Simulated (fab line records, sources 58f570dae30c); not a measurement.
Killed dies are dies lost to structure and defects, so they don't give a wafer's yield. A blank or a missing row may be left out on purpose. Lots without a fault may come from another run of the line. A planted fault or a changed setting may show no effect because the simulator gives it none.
A struck lot beside a sound one | flow berkeley_cmos170 | 42 steps out of a route of 331
Sound: wafers L323.2, L323.3, L323.5. Struck: wafers L320.1, L320.2, L320.4. The cause comes at the end.
At each step with rows: each side's tool, then ch and its chambers, then its first start. Under that, the readings that differ: sound wafers | struck wafers | difference of the means | sigmas: that difference in standard deviations of wafers without a fault.
alike: readings whose means differ by less than 2 such deviations, and words and numbers that are the same on both sides. not compared: withheld readings, readings that some wafer has no value for, bounds like >300 that may hide the same value, and numbers for which the record gives no deviation and whose values overlap.
The two part at a step that has a row with sigmas, a row that says differs or no value, or rows on one side only. Numbers that don't overlap but have no deviation are shown without sigmas and don't part them. A reading that every wafer of one side lacks parts them only if that side has two wafers or more.

first, 3 steps without rows for these wafers: UCB170_PFIELD_EXPOSE_03 (exposes mask PFIELD, target cd 1500 nm); UCB170_PFIELD_PEB_04; UCB170_PFIELD_DEVELOP_05 (develop time 45 s).
UCB170_PFIELD_OVL_MEAS_06:
  sound on overlay-01, day 6 19:30; struck on overlay-02, day 6 07:55
  alike: PFIELD_OVL
then, 1 step without rows for these wafers: UCB170_PFIELD_IMPLANT_07.
UCB170_PFIELD_STRIP_08: strips in O2.
  sound on plasma_asher-02 ch 0,1, day 6 19:41; struck on plasma_asher-01 ch 0,1, day 6 08:05
  alike: drypump_motor_current_A, oes_product_au, strip_time_to_endpoint_s
  not compared: rf_hours_counter_h
UCB170_PFIELD_TW_MEAS_09:
  sound on film_metro-04, day 6 19:47; struck on film_metro-01, day 6 08:11
  alike: PFIELD_TW
then, 2 steps without rows for these wafers: UCB170_FIELD_CLEAN_00 (cleans in dHF, time 7.5 s); UCB170_FIELD_OXIDATION_01 (target thk 558.3 nm, ox time 7200 s).
UCB170_FIELD_THK_MEAS_02:
  sound on film_metro-03, day 7 02:56; struck on film_metro-01, day 6 15:31
  alike: FIELD_OXIDE_THK
then, 2 steps without rows for these wafers: UCB170_FIELD_ANNEAL_03 (time 1200 s); UCB170_FIELD_WET_ETCH_04 (etches SiO2 in dHF, time 60 s).
UCB170_FIELD_WET_ETCH_05: etches Si3N4 in H3PO4, time 12320 s.
  sound on wet_bench-02 ch 1, day 7 08:38; struck on wet_bench-04 ch 2, day 6 21:03
  no value came back on the struck wafers for bath_guard_temp_C (C), bath_heat_duty_pct (%), temp_c (C); on the sound wafers bath_guard_temp_C (C) reads 159.5 159.8 159.9
  reading                                      | sound           | struck            | difference | sigmas
  model.Si3N4_of_ACTIVE_CVD_05.thk_nm (nm)     | 0 0 0           | 209.5 211.6 211   | +210.7     |
  model.SiO2_of_FIELD_OXIDATION_01.thk_nm (nm) | 504.1 497.7 500 | 524.7 521.6 533.1 | +25.9      |
UCB170_FIELD_WET_ETCH_06: etches SiO2 in BOE, time 22 s.
  sound on wet_bench-03 ch 0, day 7 12:08; struck on wet_bench-03 ch 3, day 7 00:34
  reading                                      | sound             | struck            | difference | sigmas
  model.SiO2_of_FIELD_OXIDATION_01.thk_nm (nm) | 454.1 447.7 450.1 | 475.4 472.1 483.9 | +26.5      |
  alike: bath_heat_duty_pct, temp_c
UCB170_FIELD_THK_MEAS_90:
  sound on film_metro-01, day 7 12:10; struck on film_metro-04, day 7 00:34
  reading                     | sound       | struck      | difference | sigmas
  FIELD_OXIDE_LEFT_1_THK (nm) | 454 448 450 | 476 472 484 | +27        | +3
then, 11 steps without rows for these wafers: UCB170_SACOX_CLEAN_00 (cleans in dHF, time 7.5 s); UCB170_SACOX_OXIDATION_01 (target thk 14.4 nm, ox time 2400 s); UCB170_SCREENOX_WET_ETCH_00 (etches SiO2 in dHF, time 200 s); UCB170_SCREENOX_OXIDATION_01 (target thk 14.4 nm, ox time 2400 s); UCB170_SCREENOX_ANNEAL_03 (time 900 s); UCB170_NVT_HMDS_00 (prime time 60 s); UCB170_NVT_COAT_01 (resist thk 900 nm); UCB170_NVT_SOFTBAKE_02 (time 60 s); UCB170_NVT_EXPOSE_03 (exposes mask PWELL, target cd 3000 nm); UCB170_NVT_PEB_04; UCB170_NVT_DEVELOP_05 (develop time 45 s).
UCB170_NVT_OVL_MEAS_06:
  sound on overlay-02, day 8 02:01; struck on overlay-02, day 7 19:19
  alike: NVT_OVL
then, 1 step without rows for these wafers: UCB170_NVT_IMPLANT_07.
UCB170_NVT_STRIP_08: strips in O2.
  sound on plasma_asher-02 ch 0,1, day 8 02:12; struck on plasma_asher-04 ch 0,1, day 7 19:30
  alike: drypump_motor_current_A, oes_product_au, strip_time_to_endpoint_s
  not compared: rf_hours_counter_h
UCB170_NVT_TW_MEAS_09:
  sound on film_metro-04, day 8 02:19; struck on film_metro-04, day 7 19:36
  alike: NVT_TW
then, 7 steps without rows for these wafers: UCB170_NVT_CLEAN_10 (cleans in SPM, time 600 s); UCB170_PVT_HMDS_00 (prime time 60 s); UCB170_PVT_COAT_01 (resist thk 900 nm); UCB170_PVT_SOFTBAKE_02 (time 60 s); UCB170_PVT_EXPOSE_03 (exposes mask NWELL, target cd 3000 nm); UCB170_PVT_PEB_04; UCB170_PVT_DEVELOP_05 (develop time 45 s).
UCB170_PVT_OVL_MEAS_06:
  sound on overlay-02, day 8 03:38; struck on overlay-02, day 7 21:02
  alike: PVT_OVL
then, 1 step without rows for these wafers: UCB170_PVT_IMPLANT_07.
UCB170_PVT_STRIP_08: strips in O2.
  sound on plasma_asher-04 ch 0, day 8 03:49; struck on plasma_asher-04 ch 0,1, day 7 21:13
  reading                      | sound             | struck            | difference | sigmas
  strip_time_to_endpoint_s (s) | 21.59 21.53 21.56 | 21.73 21.69 21.73 | +0.16      | +2
  alike: drypump_motor_current_A, oes_product_au
  not compared: rf_hours_counter_h
UCB170_FIELD_THK_MEAS_91:
  sound on film_metro-01, day 8 04:03; struck on film_metro-04, day 7 21:26
  reading                     | sound       | struck      | difference | sigmas
  FIELD_OXIDE_LEFT_2_THK (nm) | 366 360 362 | 386 383 394 | +25        | +2
-- the record jumps here: 3 days lie between the struck wafers' starts before and after (it left off in module FIELD and takes up again in module M3, whose first step shown is number 331 of the route) --
UCB170_M3_PROBE_99:
  the record has rows for the struck wafers here (prober-01, day 10 09:52) and none for the sound ones

WHERE THEY PART
First at UCB170_FIELD_WET_ETCH_05; last, within this record, at UCB170_M3_PROBE_99.

WHY: what the simulator had put in
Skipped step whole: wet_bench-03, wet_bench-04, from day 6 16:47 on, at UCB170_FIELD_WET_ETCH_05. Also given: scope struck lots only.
